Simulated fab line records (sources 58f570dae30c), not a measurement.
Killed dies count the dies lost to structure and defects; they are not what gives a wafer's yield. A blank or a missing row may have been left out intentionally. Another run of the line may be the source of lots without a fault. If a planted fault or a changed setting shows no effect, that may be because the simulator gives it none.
Which tool did it? -- flow berkeley cmos170 -- 15 lots with 45 wafers sampled at 5 steps, on a route of 331 steps

WHAT THE GAUGES SHOWED, per wafer
UCB170_PLDD_CD_MEAS_06: target cd 1200 nm.
lot,measured,on,cd nm (nm)
L439,day 6 00:07,cd sem-01,1202.1 1198.7 1199.2
L440,day 6 07:25,cd sem-02,1199.8 1198.4 1199.8
L443,day 7 02:14,cd sem-02,1200.1 1199.5 1199.5
L446,day 7 14:47,cd sem-01,1201.6 1200.7 1202.6
L445,day 7 15:32,cd sem-01,1198.9 1200.1 1199.8
L447,day 7 22:53,cd sem-02,1197.3 1200.0 1198.3
L449,day 8 05:44,cd sem-01,1198.8 1199.0 1200.2
L448,day 8 06:03,cd sem-01,1198.8 1200.0 1199.8
L454,day 9 09:44,cd sem-01,1199.5 1200.1 1200.1
L455,day 9 18:53,cd sem-02,1199.7 1200.8 1198.5
L456,day 9 18:58,cd sem-01,1198.7 1199.9 1198.7
L458,day 9 23:20,cd sem-02,1198.6 1200.2 1198.9
L460,day 10 23:44,cd sem-02,1198.8 1200.8 1201.2
L462,day 10 23:56,cd sem-02,1197.6 1197.7 1196.7
L461,day 11 00:11,cd sem-02,1200.7 1200.1 1200.3

UCB170_NLDD_CD_MEAS_06: target cd 1200 nm.
lot,measured,on,cd nm (nm)
L439,day 6 05:13,cd sem-02,1200.0 1199.0 1197.9
L440,day 6 09:23,cd sem-02,1201.5 1201.3 1202.5
L443,day 7 04:46,cd sem-01,1197.8 1198.3 1199.3
L446,day 7 16:25,cd sem-02,1199.1 1200.5 1199.0
L445,day 7 17:28,cd sem-01,1198.7 1198.1 1198.0
L447,day 8 00:56,cd sem-01,1199.5 1201.1 1200.2
L449,day 8 09:16,cd sem-01,1199.7 1199.3 1200.3
L448,day 8 09:31,cd sem-01,1202.5 1201.0 1200.7
L454,day 9 11:55,cd sem-02,1196.8 1196.8 1197.0
L455,day 9 20:38,cd sem-02,1199.8 1199.0 1198.3
L456,day 9 20:44,cd sem-01,1200.0 1198.5 1200.7
L458,day 10 02:16,cd sem-01,1203.1 1202.6 1202.1
L460,day 11 01:28,cd sem-01,1200.7 1201.5 1200.8
L462,day 11 01:43,cd sem-02,1197.3 1199.4 1199.4
L461,day 11 01:59,cd sem-01,1200.4 1200.6 1200.8

UCB170_PSD_OVL_MEAS_07.
lot,measured,on,PSD_OVL (nm)
L439,day 6 11:59,overlay-02,6 9 10
L440,day 6 15:36,overlay-02,9 6 8
L443,day 7 11:58,overlay-01,-2 -2 1
L446,day 7 22:17,overlay-02,1 -2 4
L445,day 7 22:25,overlay-01,1 -1 1
L447,day 8 07:31,overlay-02,-5 -4 -5
L449,day 8 15:32,overlay-01,0 8 4
L448,day 8 15:28,overlay-02,6 7 4
L454,day 9 17:07,overlay-02,-5 -4 1
L455,day 10 03:40,overlay-01,2 1 -7
L456,day 10 03:26,overlay-02,6 7 4
L458,day 10 07:26,overlay-02,13 7 6
L460,day 11 11:04,overlay-02,-16 -3 -12
L462,day 11 11:20,overlay-01,18 3 4
L461,day 11 11:38,overlay-01,-1 3 3

UCB170_SDANNEAL_RS_MEAS_04: measurement is done with a four-point probe.
lot,measured,on,PLDD_RS (ohm/sq)
L439,day 6 15:19,film metro-04,1032.2 1027.2 1029.9
L440,day 6 18:44,film metro-04,1035.3 1034.9 1037.0
L443,day 7 15:52,film metro-03,1032.8 1029.0 1031.2
L446,day 8 02:34,film metro-03,1030.3 1034.0 1030.6
L445,day 8 02:23,film metro-04,1026.7 1030.2 1028.1
L447,day 8 11:20,film metro-04,1085.0 1070.8 1053.5
L449,day 8 19:09,film metro-01,1122.4 1118.7 1106.7
L448,day 8 18:54,film metro-04,1081.7 1067.4 1043.0
L454,day 9 20:32,film metro-03,1029.5 1029.7 1029.5
L455,day 10 12:23,film metro-01,1031.4 1032.3 1030.5
L456,day 10 12:16,film metro-04,1038.5 1036.8 1037.5
L458,day 10 13:16,film metro-04,1034.1 1036.8 1035.3
L460,day 11 16:47,film metro-03,1029.2 1027.9 1028.0
L462,day 11 17:01,film metro-04,1034.7 1035.7 1032.7
L461,day 11 17:16,film metro-03,1030.8 1030.8 1032.1

EACH LOT AND THE TOOL THAT RAN IT (in order: tool; ch and the chambers of the sampled wafers; start)
lot,UCB170_SPACER_ANNEAL_02
L439,"furnace-03 ch 0, day 6 09:25"
L440,"furnace-01 ch 0, day 6 13:04"
L443,"furnace-01 ch 0, day 7 09:08"
L446,"furnace-03 ch 0, day 7 19:13"
L445,"furnace-03 ch 0, day 7 19:13"
L447,"furnace-01 ch 0, day 8 04:58"
L449,"furnace-01 ch 0, day 8 12:43"
L448,"furnace-01 ch 0, day 8 12:43"
L454,"furnace-03 ch 0, day 9 13:47"
L455,"furnace-02 ch 0, day 10 00:25"
L456,"furnace-02 ch 0, day 10 00:25"
L458,"furnace-02 ch 0, day 10 03:25"
L460,"furnace-01 ch 0, day 11 07:47"
L462,"furnace-01 ch 0, day 11 07:47"
L461,"furnace-01 ch 0, day 11 07:47"
- UCB170_SPACER_ANNEAL_02: time 1800 s.

AS READ BY THE TOOLS THEMSELVES (means over the sampled wafers that have a number; for cases with no such wafer, the mark the record gives instead)
UCB170_SPACER_ANNEAL_02.
lot,tool,spike tc centre C (C),zone power centre pct (%),zone power load pct (%)
L439,furnace-03,902.7,48,25.0
L440,furnace-01,900.9,42,25.8
L443,furnace-01,901.7,42,25.8
L446,furnace-03,902.5,49,25.4
L445,furnace-03,902.7,49,25.4
L447,furnace-01,865.5,27,27.9
L449,furnace-01,865.2,28,28.1
L448,furnace-01,865.9,27,28.2
L454,furnace-03,900.8,48,25.5
L455,furnace-02,903.5,41,25.1
L456,furnace-02,901.6,41,25.2
L458,furnace-02,902.4,41,25.0
L460,furnace-01,901.2,42,26.1
L462,furnace-01,901.4,42,25.8
L461,furnace-01,900.8,43,26.1

THE ANSWER, worked out from the rows above alone
Rule: the usual values come from the lots themselves. The widest of any qualifying gaps counts: lots, ordered by their means at a reading, are off when they make up no more than a third of the lots, leave a main group of 4 or more, and stand apart from it by 3 or more times the standard deviation of that group's means. If all means in a main group match to the digits the tables above print for the reading, that group is not used. Also off: a lot with no number at a reading for which 4 or more lots have one. All remaining lots with rows at the step are treated as sound. Order of review: gauges by route order, followed by the tools' own readings, for which a lot's mean as printed above is used. At the first step where some lot is off, the reading lying furthest off is the one used; lots without a number count as furthest.
Off: at UCB170_SDANNEAL_RS_MEAS_04 (PLDD_RS), L447, L449, L448. For the main group the mean is 1032.0 ohm/sq and the standard deviation 2.9.
If a tool, at a process step before that reading, ran all the lots that are off and no sound lot after the first of them, it fits. The gauges at UCB170_SDANNEAL_RS_MEAS_04 aren't tried: what is off there is off at UCB170_SPACER_ANNEAL_02 too, on other tools, and a gauge's error can't cause that. Of those tried, none fits.

WHAT THE SIMULATOR PUT IN
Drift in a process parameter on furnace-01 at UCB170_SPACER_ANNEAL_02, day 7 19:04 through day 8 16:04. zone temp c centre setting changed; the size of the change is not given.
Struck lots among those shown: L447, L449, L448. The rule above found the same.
